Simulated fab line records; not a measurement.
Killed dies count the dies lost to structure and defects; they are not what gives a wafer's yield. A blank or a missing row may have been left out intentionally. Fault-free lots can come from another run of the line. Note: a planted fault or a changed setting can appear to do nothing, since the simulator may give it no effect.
Which tool was responsible? -- flow rit-cmos -- 14 lots with 42 wafers sampled at 5 steps, on a route of 202 steps

== WHAT THE GAUGES SHOWED, per wafer ==
RIT_NLDD_OVL_MEAS_06.
lot,measured,on,NLDD_OVL (nm)
L251,day 3 02:21,overlay-01,-0.3 -1.2 0.2
L252,day 3 09:20,overlay-01,2.6 0.0 2.3
L254,day 3 19:25,overlay-02,0.2 2.3 -1.7
L255,day 3 22:40,overlay-01,0.3 1.0 -0.6
L256,day 4 06:07,overlay-02,-1.2 -0.2 -0.3
L258,day 4 15:28,overlay-02,-0.6 -3.0 -0.7
L259,day 4 16:32,overlay-02,-2.8 -1.2 -1.6
L260,day 5 01:04,overlay-02,1.9 -0.1 -1.5
L262,day 5 11:25,overlay-02,-1.8 -1.5 -1.9
L268,day 6 13:10,overlay-02,-1.7 -0.1 -0.7
L269,day 6 22:33,overlay-02,0.6 -1.3 -2.6
L270,day 7 01:48,overlay-02,-2.5 -1.0 -3.1
L271,day 7 04:14,overlay-01,2.3 -0.9 -0.8
L273,day 7 16:55,overlay-01,-1.0 -0.9 -1.7

RIT_NLDD_TW_MEAS_10.
lot,measured,on,NLDD_TW
L251,day 3 02:52,film-metro-02,2482 2468 2469
L252,day 3 09:52,film-metro-02,2474 2475 2465
L254,day 3 19:56,film-metro-01,2511 2502 2489
L255,day 3 23:10,film-metro-01,2507 2526 2513
L256,day 4 06:38,film-metro-02,2462 2462 2471
L258,day 4 15:58,film-metro-01,30 30 30
L259,day 4 17:02,film-metro-02,2472 2474 2484
L260,day 5 01:34,film-metro-04,29 29 29
L262,day 5 11:56,film-metro-02,2501 2487 2488
L268,day 6 13:40,film-metro-01,2481 2486 2475
L269,day 6 23:04,film-metro-04,2418 2409 2410
L270,day 7 02:19,film-metro-04,2435 2417 2421
L271,day 7 04:46,film-metro-04,2422 2417 2441
L273,day 7 17:26,film-metro-01,2482 2481 2493

RIT_PLDD_TW_MEAS_10.
lot,measured,on,PLDD_TW
L251,day 3 04:25,film-metro-01,2378 2390 2383
L252,day 3 11:24,film-metro-02,2336 2336 2339
L254,day 3 21:22,film-metro-04,2307 2322 2316
L255,day 4 00:43,film-metro-01,2374 2376 2367
L256,day 4 08:11,film-metro-02,2351 2346 2350
L258,day 4 17:23,film-metro-02,2352 2348 2347
L259,day 4 18:35,film-metro-04,2310 2311 2311
L260,day 5 03:16,film-metro-01,2377 2376 2382
L262,day 5 13:29,film-metro-02,2350 2350 2362
L268,day 6 15:05,film-metro-04,2281 2284 2293
L269,day 7 00:37,film-metro-01,2350 2357 2342
L270,day 7 03:44,film-metro-01,2357 2358 2361
L271,day 7 06:19,film-metro-02,2354 2362 2355
L273,day 7 18:56,film-metro-01,2353 2350 2351

== TOOL THAT RAN EACH LOT (tool first, then ch and the chambers of the sampled wafers, then the start) ==
lot,RIT_ACTIVE_STRIP_14,RIT_NLDD_DEVELOP_05
L251,"plasma-asher-02 ch 0,1, day 1 20:33","litho-track-01 ch 0, day 3 02:00"
L252,"plasma-asher-04 ch 0,1, day 2 00:50","litho-track-03 ch 0, day 3 09:00"
L254,"plasma-asher-04 ch 0,1, day 2 11:48","litho-track-03 ch 0, day 3 19:00"
L255,"plasma-asher-03 ch 0,1, day 2 16:16","litho-track-04 ch 0, day 3 22:00"
L256,"plasma-asher-04 ch 0,1, day 2 22:50","litho-track-03 ch 0, day 4 06:00"
L258,"plasma-asher-02 ch 0,1, day 3 08:32","litho-track-04 ch 0, day 4 15:00"
L259,"plasma-asher-02 ch 0,1, day 3 13:25","litho-track-01 ch 0, day 4 16:00"
L260,"plasma-asher-04 ch 0,1, day 3 17:02","litho-track-04 ch 0, day 5 00:00"
L262,"plasma-asher-03 ch 0,1, day 4 03:14","litho-track-01 ch 0, day 5 11:00"
L268,"plasma-asher-02 ch 0,1, day 5 09:22","litho-track-03 ch 0, day 6 13:00"
L269,"plasma-asher-02 ch 0,1, day 5 13:54","litho-track-01 ch 0, day 6 22:00"
L270,"plasma-asher-04 ch 0,1, day 5 19:07","litho-track-01 ch 0, day 7 01:00"
L271,"plasma-asher-04 ch 0,1, day 6 01:42","litho-track-03 ch 0, day 7 04:00"
L273,"plasma-asher-03 ch 0,1, day 6 10:02","litho-track-04 ch 0, day 7 16:00"
- RIT_ACTIVE_STRIP_14: strips in O2, time 180 s.
- RIT_NLDD_DEVELOP_05: develop time 50 s.

== WHAT THE TOOLS THEMSELVES READ (means of the sampled wafers that have a number; where no wafer has one, the mark that the record gives instead) ==
RIT_ACTIVE_STRIP_14.
lot,tool,drypump-motor-current-A (A),rf-refl-power-W (W)
L251,plasma-asher-02,5.3,7.2
L252,plasma-asher-04,6.2,8.2
L254,plasma-asher-04,5.8,7.0
L255,plasma-asher-03,5.4,7.8
L256,plasma-asher-04,6.2,8.1
L258,plasma-asher-02,5.2,6.8
L259,plasma-asher-02,5.2,6.9
L260,plasma-asher-04,6.2,8.1
L262,plasma-asher-03,5.4,7.9
L268,plasma-asher-02,5.3,7.0
L269,plasma-asher-02,5.3,7.0
L270,plasma-asher-04,5.8,7.1
L271,plasma-asher-04,5.8,7.0
L273,plasma-asher-03,5.4,7.7

== THE ANSWER, worked out from the rows above alone ==
Rule: what is usual is taken from the lots themselves. Put in order of their means at a reading, lots are off if they are a third of the lots or fewer, leave a main group of 4 or more, and stand apart from it by a gap of 3 or more times the standard deviation of the main group's means; of several such gaps the widest counts. Not used: any main group whose means are identical at the precision the tables above print for the reading. A lot without any number at a reading at which 4 lots or more have one is off too. Where the step has rows for the other lots, those lots are counted as sound. The gauges are gone through in route order, then the tools' own readings, and for those a lot's mean is taken as printed above. The first step at which some lot is off is used, and at that step the reading that is off furthest; a lot without a number counts as furthest.
Off: L258, L260, at RIT_NLDD_TW_MEAS_10 (NLDD_TW). Mean 2469 and standard deviation 31 in the main group.
If a tool, at a process step before that reading, ran all the lots that are off and no sound lot after the first of them, it fits. Those tools and the gauges at RIT_NLDD_TW_MEAS_10 are tried in the same way. Not one of the candidates tried fits.

== WHAT WAS PUT IN BY THE SIMULATOR ==
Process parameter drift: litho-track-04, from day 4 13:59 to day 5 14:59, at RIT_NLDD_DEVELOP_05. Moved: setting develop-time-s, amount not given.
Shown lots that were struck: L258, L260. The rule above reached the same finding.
